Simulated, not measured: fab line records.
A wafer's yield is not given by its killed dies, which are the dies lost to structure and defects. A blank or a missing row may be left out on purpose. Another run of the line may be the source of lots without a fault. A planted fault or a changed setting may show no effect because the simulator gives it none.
A lot that was struck, set against a sound lot -- flow rit cmos -- 17 steps out of a route of 202
Sound: these wafers, L859.1, L859.2, L859.6. Wafers struck: L867.1, L867.2, L867.5. The cause is given at the end.
Per side, at each step with rows, come the tool, then ch with its chambers, and then its first start. Under that, the readings that differ: sound wafers -- struck wafers -- difference of the means -- sigmas: that difference in standard deviations of wafers without a fault.
alike: same words and numbers on both sides, and readings whose means sit less than 2 such deviations apart. not compared: any withheld reading, any reading some wafer has no value for, any bound like >300 that may hide the same value, and any number with overlapping values for which the record gives no deviation.
A row with sigmas, a row that says differs or no value, or rows on one side alone: a step with any of these is where the two part. Numbers that don't overlap but have no deviation are shown without sigmas and don't part them. A reading that every wafer of one side lacks parts them only if that side has two wafers or more.

RIT_NWELL_TW_MEAS_10:
  sound on film metro-03, day 3 09:05; struck on film metro-01, day 4 23:53
reading,sound,struck,difference,sigmas
NWELL_TW,2174 2169 2167,2106 2110 2109,-62,-2
then, 6 steps without rows for these wafers: RIT_PWELL_HMDS_00 (prime time 60 s); RIT_PWELL_COAT_01 (resist thk 1300 nm); RIT_PWELL_SOFTBAKE_02 (time 60 s); RIT_PWELL_EXPOSE_03 (exposes mask M3, target cd 43700 nm); RIT_PWELL_PEB_04; RIT_PWELL_DEVELOP_05 (develop time 68 s).
RIT_PWELL_OVL_MEAS_06:
  sound on overlay-01, day 3 10:01; struck on overlay-01, day 5 00:50
  alike: PWELL_OVL
then, 2 steps without rows for these wafers: RIT_PWELL_HARDBAKE_07 (time 120 s); RIT_PWELL_IMPLANT_08.
RIT_PWELL_STRIP_09: strips in O2, time 180 s.
  sound on plasma asher-03 ch 0,1, day 3 10:28; struck on plasma asher-04 ch 0,1, day 5 01:21
  alike: chamber pressure mTorr, drypump motor current A
  not compared: rf hours counter h
RIT_PWELL_TW_MEAS_10:
  sound on film metro-01, day 3 10:38; struck on film metro-03, day 5 01:32
reading,sound,struck,difference,sigmas
PWELL_TW,933 934 926,959 957 959,+27,+2
RIT_WELLDRIVE_ANNEAL_00: time 14700 s.
  sound on furnace-03 ch 0, day 3 10:41; struck on furnace-03 ch 0, day 5 02:33
reading,sound,struck,difference,sigmas
run length s (s),18275 18275 18275,23418 23418 23418,+5143,+99 or more
  alike: spike tc source C
RIT_WELLDRIVE_RS_MEAS_01: the measuring method here is four-point-probe.
  sound on film metro-01, day 3 15:47; struck on film metro-01, day 5 07:38
reading,sound,struck,difference,sigmas
NWELL_RS (ohm/sq),274.7 275.7 275.2,260.9 261.3 261.5,-14.0,-21
RIT_WELLDRIVE_RS_MEAS_02: the measuring method here is four-point-probe.
  sound on film metro-01, day 3 15:54; struck on film metro-01, day 5 07:45
reading,sound,struck,difference,sigmas
PWELL_RS (ohm/sq),429.1 428.5 428.8,414.4 414.4 414.4,-14.4,-12
then, 1 step without rows for these wafers: RIT_NRETRO_HMDS_00 (prime time 60 s).
RIT_M1_PROBE_99:
  sound on prober-02, day 4 22:36; struck on prober-02, day 6 19:58
reading,sound,struck,difference,sigmas
model.etest.nwell pinched.rs ohm sq,336.3 334.6 338.9,316.1 317.1 314.3,-20.8,
model.etest.pwell pinched.rs ohm sq,456.8 451.2 459.8,443 446.6 436.9,-14,
model.etest.pwell.rs ohm sq,413.3 409.7 411.8,399 401.7 396.7,-12,
model.etest.field n.vt v (V),34.44 33.92 34,33.65 32.94 33.51,-0.75,
  alike: killed at front end, killed dies, killed open, killed short
  not compared: model.etest.nmos narrow.drive ua um, model.etest.nmos_0p3.drive ua um, model.etest.pmos narrow.drive ua um, model.etest.field p metal.vt v

WHERE THEY PART
First at RIT_NWELL_TW_MEAS_10; last, within this record, at RIT_WELLDRIVE_RS_MEAS_02. Later steps at which nothing parts them and some readings are alike: RIT_M1_PROBE_99.

WHY: whatever the simulator had introduced
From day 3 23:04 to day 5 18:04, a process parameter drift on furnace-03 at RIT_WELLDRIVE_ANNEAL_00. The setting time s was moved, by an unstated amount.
